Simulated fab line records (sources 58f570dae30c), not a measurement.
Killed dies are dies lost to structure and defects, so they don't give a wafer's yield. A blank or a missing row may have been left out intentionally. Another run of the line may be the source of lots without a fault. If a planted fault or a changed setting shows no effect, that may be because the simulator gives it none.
Which of the tools did it? | flow berkeley-cmos170 | 14 lots with 42 wafers sampled at 4 steps, on a route of 331 steps

## WHAT EACH GAUGE READ, for each wafer
UCB170_CONTACT_CD_MEAS_90 targets a cd of 700 nm. Usual: 700.0 nm for cd-nm, sd 1.6.
lot  | measured     | on        | cd-nm (nm)        | flag
L734 | day 8 21:21  | cd-sem-02 | 699.2 701.8 700.1 |
L736 | day 9 03:20  | cd-sem-02 | 699.1 697.2 697.2 |
L739 | day 9 07:18  | cd-sem-01 | 702.6 699.5 703.3 |
L738 | day 9 14:00  | cd-sem-01 | 700.5 700.8 698.9 |
L740 | day 9 23:56  | cd-sem-01 | 700.9 700.1 701.1 |
L742 | day 10 04:01 | cd-sem-01 | 701.7 699.3 701.4 |
L741 | day 10 05:07 | cd-sem-01 | 703.4 700.9 700.7 |
L747 | day 11 02:04 | cd-sem-02 | 700.5 699.5 697.9 |
L748 | day 11 03:52 | cd-sem-01 | 699.5 699.6 699.9 |
L749 | day 11 10:37 | cd-sem-01 | 698.4 699.7 698.6 |
L753 | day 11 19:26 | cd-sem-02 | 698.2 702.1 700.9 |
L756 | day 12 17:56 | cd-sem-02 | 702.5 703.2 703.3 |
L755 | day 12 18:21 | cd-sem-02 | 700.0 698.5 701.4 |
L757 | day 12 19:58 | cd-sem-01 | 699.8 700.8 699.6 |

UCB170_M1_RS_MEAS_01: measurement is done with a four-point probe. Usual: for M1_AL_RS the level is 0.0484 ohm/sq and the standard deviation is 0.00045.
lot  | measured     | on            | M1_AL_RS (ohm/sq)    | flag
L734 | day 8 21:43  | film-metro-02 | 0.0491 0.0491 0.0489 |
L736 | day 9 03:43  | film-metro-01 | 0.0479 0.0482 0.0477 |
L739 | day 9 07:40  | film-metro-02 | 0.0482 0.0482 0.0483 |
L738 | day 9 14:22  | film-metro-01 | 0.0484 0.0489 0.0490 |
L740 | day 10 02:15 | film-metro-01 | 0.0483 0.0484 0.0479 |
L742 | day 10 04:25 | film-metro-01 | 0.0476 0.0474 0.0476 |
L741 | day 10 05:28 | film-metro-02 | 0.0483 0.0483 0.0481 |
L747 | day 11 02:25 | film-metro-03 | 0.0486 0.0487 0.0482 |
L748 | day 11 04:13 | film-metro-03 | 0.0488 0.0484 0.0488 |
L749 | day 11 11:01 | film-metro-01 | 0.0482 0.0484 0.0488 |
L753 | day 11 19:47 | film-metro-01 | 0.0488 0.0487 0.0482 |
L756 | day 12 18:30 | film-metro-01 | 0.0493 0.0487 0.0486 |
L755 | day 12 18:43 | film-metro-03 | 0.0487 0.0483 0.0486 |
L757 | day 12 20:43 | film-metro-02 | 0.0480 0.0484 0.0484 |

## WHAT TOOL EACH LOT RAN ON (gives the tool, then ch and the chambers of the sampled wafers, and finally the start)
lot  | UCB170_SILICIDE_SPUTTER_01   | UCB170_CONTACT_ETCH_18
L734 | pvd-sputter-01, day 8 15:55  | rie-diel-02 ch 1,3, day 8 21:00
L736 | pvd-sputter-01, day 8 19:25  | rie-diel-03 ch 0,1, day 9 03:00
L739 | pvd-sputter-03, day 9 02:50  | rie-diel-02 ch 0,1,2, day 9 07:00
L738 | pvd-sputter-02, day 9 03:30  | rie-diel-02 ch 0,1,3, day 9 13:00
L740 | pvd-sputter-02, day 9 19:19  | rie-diel-02 ch 0,2,3, day 9 23:00
L742 | pvd-sputter-03, day 9 21:19  | rie-diel-03 ch 1,2,3, day 10 03:00
L741 | pvd-sputter-02, day 9 21:56  | rie-diel-02 ch 0,1,3, day 10 04:00
L747 | pvd-sputter-02, day 10 19:51 | rie-diel-03 ch 0,3, day 11 01:00
L748 | pvd-sputter-03, day 10 20:04 | rie-diel-03 ch 1,2,3, day 11 03:00
L749 | pvd-sputter-03, day 11 05:44 | rie-diel-03 ch 0,3, day 11 10:00
L753 | pvd-sputter-01, day 11 14:17 | rie-diel-04 ch 1,2,3, day 11 19:00
L756 | pvd-sputter-01, day 12 12:34 | rie-diel-04 ch 2,3, day 12 17:00
L755 | pvd-sputter-03, day 12 13:03 | rie-diel-03 ch 0,1,2, day 12 18:00
L757 | pvd-sputter-01, day 12 13:50 | rie-diel-02 ch 0,3, day 12 19:00
- UCB170_SILICIDE_SPUTTER_01: material Ti, target thk 30 nm, time 25 s.
- UCB170_CONTACT_ETCH_18: etches PSG in CHF3/CF4/Ar, stops on TiSi2, target depth 840 nm, time 195 s.

## AS READ BY THE TOOLS THEMSELVES (means over the sampled wafers that have a number; for cases with no such wafer, the mark the record gives instead)
UCB170_SILICIDE_SPUTTER_01. Usual: 30.0 % for throttle-valve-pct, sd 0.91.
lot  | tool           | throttle-valve-pct (%) | flag
L734 | pvd-sputter-01 | 30.2                   |
L736 | pvd-sputter-01 | 30.0                   |
L739 | pvd-sputter-03 | 30.6                   |
L738 | pvd-sputter-02 | 29.5                   |
L740 | pvd-sputter-02 | 29.3                   |
L742 | pvd-sputter-03 | 30.7                   |
L741 | pvd-sputter-02 | 29.6                   |
L747 | pvd-sputter-02 | 28.9                   |
L748 | pvd-sputter-03 | 30.5                   |
L749 | pvd-sputter-03 | 30.9                   |
L753 | pvd-sputter-01 | 30.2                   |
L756 | pvd-sputter-01 | 30.0                   |
L755 | pvd-sputter-03 | 30.2                   |
L757 | pvd-sputter-01 | 30.0                   |

UCB170_CONTACT_ETCH_18. Usual: drypump-motor-current-A 5.6 A, standard deviation 0.47; oes-product-au 0.893 a.u., standard deviation 0.013; throttle-valve-pct 6.95 %, standard deviation 0.13.
lot  | tool        | drypump-motor-current-A (A) | oes-product-au (a.u.) | throttle-valve-pct (%) | flag
L734 | rie-diel-02 | 5.5                         | 0.893                 | 6.95                   |
L736 | rie-diel-03 | 5.0                         | 0.894                 | 7.10                   |
L739 | rie-diel-02 | 6.0                         | 0.894                 | 6.81                   |
L738 | rie-diel-02 | 5.6                         | 0.875                 | 6.91                   |
L740 | rie-diel-02 | 6.1                         | 0.884                 | 6.82                   |
L742 | rie-diel-03 | 5.5                         | 0.898                 | 7.04                   |
L741 | rie-diel-02 | 5.6                         | 0.884                 | 6.92                   |
L747 | rie-diel-03 | 5.3                         | 0.891                 | 7.01                   |
L748 | rie-diel-03 | 5.5                         | 0.893                 | 7.03                   |
L749 | rie-diel-03 | 5.3                         | 0.896                 | 7.01                   |
L753 | rie-diel-04 | 5.7                         | 0.911                 | 6.85                   |
L756 | rie-diel-04 | 5.5                         | 0.898                 | 6.87                   |
L755 | rie-diel-03 | 5.4                         | 0.893                 | 7.09                   |
L757 | rie-diel-02 | 5.7                         | 0.875                 | 6.92                   |

## THE ANSWER, worked out from the rows above alone
Rule: take the mean of a lot's wafers that have a number; if it is more than 3 standard deviations from the usual mean, the lot is off. A lot without any number at a reading at which 4 lots or more have one is off too. The other lots that the step has rows for count as sound. After the gauges, taken in route order, come the tools' own readings; for these a lot's mean is taken, as printed above. At the first step where some lot is off, the reading lying furthest off is the one used; lots without a number count as furthest.
Across all readings shown, no lot is off: no conclusion can be drawn from this.

## WHAT WAS PUT IN BY THE SIMULATOR
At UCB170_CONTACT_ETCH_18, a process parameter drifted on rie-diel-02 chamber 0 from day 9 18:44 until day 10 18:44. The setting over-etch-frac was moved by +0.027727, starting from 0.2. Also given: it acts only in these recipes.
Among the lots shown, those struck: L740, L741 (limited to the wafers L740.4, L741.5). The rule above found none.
